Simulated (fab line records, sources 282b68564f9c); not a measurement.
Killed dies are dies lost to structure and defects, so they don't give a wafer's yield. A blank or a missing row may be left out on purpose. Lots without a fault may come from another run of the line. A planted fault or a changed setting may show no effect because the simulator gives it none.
Tool commonality check | flow rit_cmos | 13 lots, 39 wafers sampled

WHY IT WAS OPENED
At RIT_NSD_TW_MEAS_10 the reading NSD_TW is flagged on 1 of 13 lots. Wafers without a fault read 3109, standard deviation 31.
Rule: a lot is flagged when every wafer of it that has a number lies more than 4 standard deviations from that mean, or none has a number. The other lots count as sound.

lot  | measured    | on            | NSD_TW, wafer by wafer | flag
L371 | day 3 11:18 | film_metro-01 | 3144 3136 3135         |
L372 | day 3 14:48 | film_metro-02 | 3093 3085 3090         |
L373 | day 3 18:02 | film_metro-02 | 3101 3084 3083         |
L375 | day 4 12:56 | film_metro-01 | 30 30 30               | FLAGGED
L376 | day 4 13:13 | film_metro-03 | 3086 3082 3074         |
L380 | day 5 08:44 | film_metro-02 | 3083 3095 3101         |
L385 | day 6 07:05 | film_metro-02 | 3080 3091 3074         |
L386 | day 6 12:56 | film_metro-03 | 3113 3108 3103         |
L387 | day 6 19:10 | film_metro-02 | 3072 3082 3085         |
L388 | day 6 23:56 | film_metro-03 | 3106 3116 3124         |
L390 | day 7 11:25 | film_metro-01 | 3148 3148 3146         |
L391 | day 7 20:49 | film_metro-02 | 3115 3102 3113         |
L393 | day 8 03:47 | film_metro-03 | 3100 3090 3099         |
The numbers of the flagged lots are 30 on average: -3079 against the usual, or -99 or more standard deviations.

WHICH TOOL RAN EACH LOT
The record holds 1 process step before the reading, out of a route of 202 steps. In each cell: the tool, then ch and the chambers that the sampled wafers went through, then the start.
lot  | flag    | RIT_NSD_EXPOSE_03
L371 |         | iline_stepper-02 ch 0, day 3 10:20
L372 |         | iline_stepper-02 ch 0, day 3 13:53
L373 |         | iline_stepper-01 ch 0, day 3 17:07
L375 | FLAGGED | iline_stepper-01 ch 0, day 4 12:00
L376 |         | iline_stepper-02 ch 0, day 4 12:16
L380 |         | iline_stepper-01 ch 0, day 5 07:50
L385 |         | iline_stepper-01 ch 0, day 6 06:11
L386 |         | iline_stepper-01 ch 0, day 6 12:02
L387 |         | iline_stepper-01 ch 0, day 6 18:17
L388 |         | iline_stepper-02 ch 0, day 6 23:01
L390 |         | iline_stepper-01 ch 0, day 7 10:31
L391 |         | iline_stepper-01 ch 0, day 7 19:53
L393 |         | iline_stepper-02 ch 0, day 8 02:53
What these steps do:
- RIT_NSD_EXPOSE_03: exposes mask M9, target cd 40700 nm.
- RIT_NSD_TW_MEAS_10

FLAGGED OVER TOTAL, TOOL BY TOOL (the gauges that took the reading come last)
step               | tool             | lots run | flagged | share of the flagged lots | sound lots run after its first flagged lot
RIT_NSD_EXPOSE_03  | iline_stepper-01 | 8        | 1       | all                       | 6 (L380,L385,L386,L387,L390,L391)
RIT_NSD_EXPOSE_03  | iline_stepper-02 | 5        | 0       | none                      | -
RIT_NSD_TW_MEAS_10 | film_metro-01    | 3        | 1       | all                       | 1 (L390)
RIT_NSD_TW_MEAS_10 | film_metro-02    | 6        | 0       | none                      | -
RIT_NSD_TW_MEAS_10 | film_metro-03    | 4        | 0       | none                      | -

WHAT THE TABLE ALLOWS
2 rows of the table ran every flagged lot: iline_stepper-01 at RIT_NSD_EXPOSE_03, film_metro-01 at RIT_NSD_TW_MEAS_10.
- iline_stepper-01 at RIT_NSD_EXPOSE_03: 1 of its 8 lots flagged. Sound lots ran on it after the first flagged one (L380, L385, L386, L387, L390, L391), which a lasting fault on the whole tool wouldn't allow.
- film_metro-01 at RIT_NSD_TW_MEAS_10: 1 of its 3 lots flagged. Sound lots ran on it after the first flagged one (L390), which a lasting fault on the whole tool wouldn't allow.
No row of the table ran every flagged lot and no sound lot after the first.

WHAT THE SIMULATOR HAD PUT IN
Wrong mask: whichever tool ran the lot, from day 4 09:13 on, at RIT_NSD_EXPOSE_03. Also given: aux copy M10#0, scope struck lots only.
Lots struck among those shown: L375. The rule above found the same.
